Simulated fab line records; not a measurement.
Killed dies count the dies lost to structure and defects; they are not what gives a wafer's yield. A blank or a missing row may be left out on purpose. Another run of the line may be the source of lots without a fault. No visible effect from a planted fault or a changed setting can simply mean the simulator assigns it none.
Code-filled problem report in 8D (eight disciplines) form || flow rit_cmos || the parts of the form that need people (team, actions taken, sign-off) are left out

== 1. WHAT IS WRONG ==
Mean of chamber_pressure_pa at RIT_M1_SPUTTER_00: 0.3669 Pa across 9 wafers in 3 lots; on wafers with no fault it is 0.4000 Pa (standard deviation 0.0008). That puts it -41 standard deviations away from the usual mean.
The step: material Al, target thk 400 nm, time 500 s.
The first sign was on wafer L225.4 at day 6 10:32, on pvd_sputter-02. The record holds 21 wafers of 7 lots with a number at this step. By rule, "out" or "out of limits" means more than 4 standard deviations away from the usual mean. The other wafers with a number count as sound.

== 2. WHAT IT IS, AND WHAT IT ISN'T ==
{"question": "which readings at this step", "is": "chamber_pressure_pa", "is not": "-"}
{"question": "which lots", "is": "L225, L227, L229", "is not": "L210, L213, L215, L232"}
{"question": "which wafers of those lots", "is": "all that have a number", "is not": "-"}
{"question": "read on which tools", "is": "pvd_sputter-02", "is not": "pvd_sputter-03, pvd_sputter-04"}
{"question": "when", "is": "from day 6 10:32", "is not": "up to then (9 sound wafers); but 3 sound wafers of L232 came after"}

== 3. SUSPECTS, AND WHAT RULES EACH OUT ==
Counting: a tool at any process step up to the reading remains a suspect when it ran all the lots that are out and ran no sound lot after the first of those.
- pvd_sputter-02 at RIT_M1_SPUTTER_00 (material Al, target thk 400 nm, time 500 s): kept. It ran every lot that is out, first L225 (day 6 10:32), and no sound lot after that; its last sound lot up to then is L215 (day 4 06:43). Out on those wafers are its own readings of chamber_pressure_pa.
Left after counting: pvd_sputter-02 at RIT_M1_SPUTTER_00.

== 4. THE CAUSE (what the simulator had put in) ==
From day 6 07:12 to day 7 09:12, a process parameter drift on pvd_sputter-02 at RIT_M1_SPUTTER_00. Setting chamber_pressure_pa shifted by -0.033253 from 0.4.
Only this tool survived the counting.

== 5. THE CHAIN OF EFFECTS, in route order ==
One row per reading whose mean, taken over the struck wafers that have a number, lies over 3 standard deviations from the usual. Readings are gone through only where the record gives a usual standard deviation; hours: the median, over the lots, of the time from a lot's start at the first step in this table giving one to that lot's start at this step; sigmas: the change measured in usual standard deviations.
{"hours": 0, "step": "RIT_M1_SPUTTER_00", "reading": "chamber_pressure_pa", "usual": "0.4000 Pa", "on struck wafers": 0.3669, "change": -0.0331, "sigmas": -41}
The process steps in it:
- RIT_M1_SPUTTER_00: material Al, target thk 400 nm, time 500 s.
At these later measuring or inspecting steps, every struck wafer for which the step has a row has a number for every such reading, and none has moved that far: RIT_M1_RS_MEAS_01, RIT_M1_THK_MEAS_02, RIT_M1_CD_MEAS_09, RIT_M1_OVL_MEAS_10.

== 6. WHAT WOULD HAVE CAUGHT IT SOONER ==
In this record no reading fell out of limits until day 6 10:32, 3 hours after the fault had begun at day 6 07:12.
